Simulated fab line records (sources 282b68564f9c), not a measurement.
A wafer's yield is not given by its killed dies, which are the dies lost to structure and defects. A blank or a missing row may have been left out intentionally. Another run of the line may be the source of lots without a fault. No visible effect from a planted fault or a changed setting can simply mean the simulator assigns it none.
Which tool is to blame? | flow rit_cmos | Sampling: 14 lots, 42 wafers, 3 of 202 route steps

## WHAT EACH GAUGE READ, for each wafer
RIT_SILICIDE_RS_MEAS_02: uses a four-point probe to measure.
lot  | measured    | on            | SILICIDE_TI_RS (ohm/sq)
L509 | day 3 13:47 | film_metro-04 | 47.0 47.3 47.6
L511 | day 4 01:05 | film_metro-01 | 47.2 47.7 47.5
L512 | day 4 03:55 | film_metro-03 | 48.6 48.3 49.2
L513 | day 4 08:11 | film_metro-01 | 48.4 48.3 48.1
L514 | day 4 15:59 | film_metro-04 | 48.7 49.3 48.2
L515 | day 4 18:33 | film_metro-04 | 48.3 48.4 48.2
L516 | day 4 22:43 | film_metro-04 | 47.6 49.2 48.5
L517 | day 5 04:52 | film_metro-01 | 47.1 46.6 47.2
L520 | day 5 19:07 | film_metro-01 | 30.3 30.9 30.5
L522 | day 6 08:17 | film_metro-01 | 30.2 30.4 30.3
L523 | day 6 12:14 | film_metro-03 | 48.1 48.1 48.0
L525 | day 7 00:46 | film_metro-04 | 49.6 49.7 49.1
L527 | day 7 14:55 | film_metro-01 | 47.3 47.8 47.7
L529 | day 7 22:21 | film_metro-04 | 47.1 47.5 47.2

RIT_SILICIDE_THK_MEAS_03: measures by xrf.
lot  | measured    | on            | SILICIDE_TI_THK (nm)
L509 | day 3 13:55 | film_metro-04 | 30.2 30.2 30.1
L511 | day 4 01:12 | film_metro-01 | 30.2 30.0 30.0
L512 | day 4 04:01 | film_metro-03 | 29.6 29.7 29.4
L513 | day 4 08:19 | film_metro-01 | 29.6 29.5 29.8
L514 | day 4 16:06 | film_metro-04 | 29.6 29.4 29.9
L515 | day 4 18:40 | film_metro-04 | 29.8 29.7 29.8
L516 | day 4 22:50 | film_metro-04 | 30.0 29.3 29.6
L517 | day 5 04:59 | film_metro-01 | 30.1 30.5 29.9
L520 | day 5 19:13 | film_metro-01 | 42.8 42.6 42.6
L522 | day 6 08:23 | film_metro-01 | 43.2 43.0 43.3
L523 | day 6 12:21 | film_metro-03 | 29.6 29.6 29.7
L525 | day 7 00:52 | film_metro-04 | 29.3 29.1 29.5
L527 | day 7 15:02 | film_metro-01 | 29.9 29.8 29.7
L529 | day 7 22:28 | film_metro-04 | 30.3 30.3 30.2

## WHAT TOOL EACH LOT RAN ON (gives the tool, then ch and the chambers of the sampled wafers, and finally the start)
lot  | RIT_SILICIDE_SPUTTER_01
L509 | pvd_sputter-01, day 3 13:38
L511 | pvd_sputter-01, day 4 00:56
L512 | pvd_sputter-04, day 4 03:44
L513 | pvd_sputter-01, day 4 08:02
L514 | pvd_sputter-04, day 4 15:49
L515 | pvd_sputter-02, day 4 18:24
L516 | pvd_sputter-04, day 4 22:34
L517 | pvd_sputter-01, day 5 04:43
L520 | pvd_sputter-04, day 5 18:56
L522 | pvd_sputter-04, day 6 08:05
L523 | pvd_sputter-02, day 6 12:05
L525 | pvd_sputter-02, day 7 00:35
L527 | pvd_sputter-02, day 7 14:46
L529 | pvd_sputter-02, day 7 22:11
- RIT_SILICIDE_SPUTTER_01: material Ti, target thk 30 nm, time 240 s.

## AS READ BY THE TOOLS THEMSELVES (means over the sampled wafers that have a number; for cases with no such wafer, the mark the record gives instead)
RIT_SILICIDE_SPUTTER_01.
lot  | tool           | substrate_temp_c (C) | throttle_valve_pct (%)
L509 | pvd_sputter-01 | 25.13                | 30.6
L511 | pvd_sputter-01 | 25.04                | 29.8
L512 | pvd_sputter-04 | 24.98                | 30.9
L513 | pvd_sputter-01 | 24.96                | 30.3
L514 | pvd_sputter-04 | 24.95                | 30.8
L515 | pvd_sputter-02 | 24.89                | 28.4
L516 | pvd_sputter-04 | 24.94                | 31.5
L517 | pvd_sputter-01 | 25.04                | 29.7
L520 | pvd_sputter-04 | 25.06                | 30.9
L522 | pvd_sputter-04 | 24.91                | 30.7
L523 | pvd_sputter-02 | 25.08                | 28.5
L525 | pvd_sputter-02 | 25.03                | 28.4
L527 | pvd_sputter-02 | 25.09                | 28.4
L529 | pvd_sputter-02 | 25.05                | 28.6

## THE ANSWER, worked out from the rows above alone
Rule: the usual values come from the lots themselves. The widest of any qualifying gaps counts: lots, ordered by their means at a reading, are off when they make up no more than a third of the lots, leave a main group of 4 or more, and stand apart from it by 3 or more times the standard deviation of that group's means. Not used: any main group whose means are identical at the precision the tables above print for the reading. Also off: a lot with no number at a reading for which 4 or more lots have one. Where the step has rows for the other lots, those lots are counted as sound. The gauges are gone through in route order, then the tools' own readings, and for those a lot's mean is taken as printed above. At the first step where some lot is off, the reading lying furthest off is the one used; lots without a number count as furthest.
Off: L520, L522, at RIT_SILICIDE_RS_MEAS_02 (SILICIDE_TI_RS). Mean 48.0 ohm/sq and standard deviation 0.71 in the main group.
A tool fits if, at a process step before that reading, it ran every lot that is off, and no sound lot after the first of them. Those tools and the gauges at RIT_SILICIDE_RS_MEAS_02 are tried in the same way. One candidate fits, namely pvd_sputter-04 at RIT_SILICIDE_SPUTTER_01. A fault onset in the window from L516 (day 4 22:34, its last sound lot) to L520 (day 5 18:56, its first lot off) fits.

## WHAT THE SIMULATOR PUT IN
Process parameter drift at RIT_SILICIDE_SPUTTER_01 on pvd_sputter-04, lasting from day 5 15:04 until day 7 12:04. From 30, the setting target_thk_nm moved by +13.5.
Shown lots that were struck: L520, L522. Same finding as the rule above.
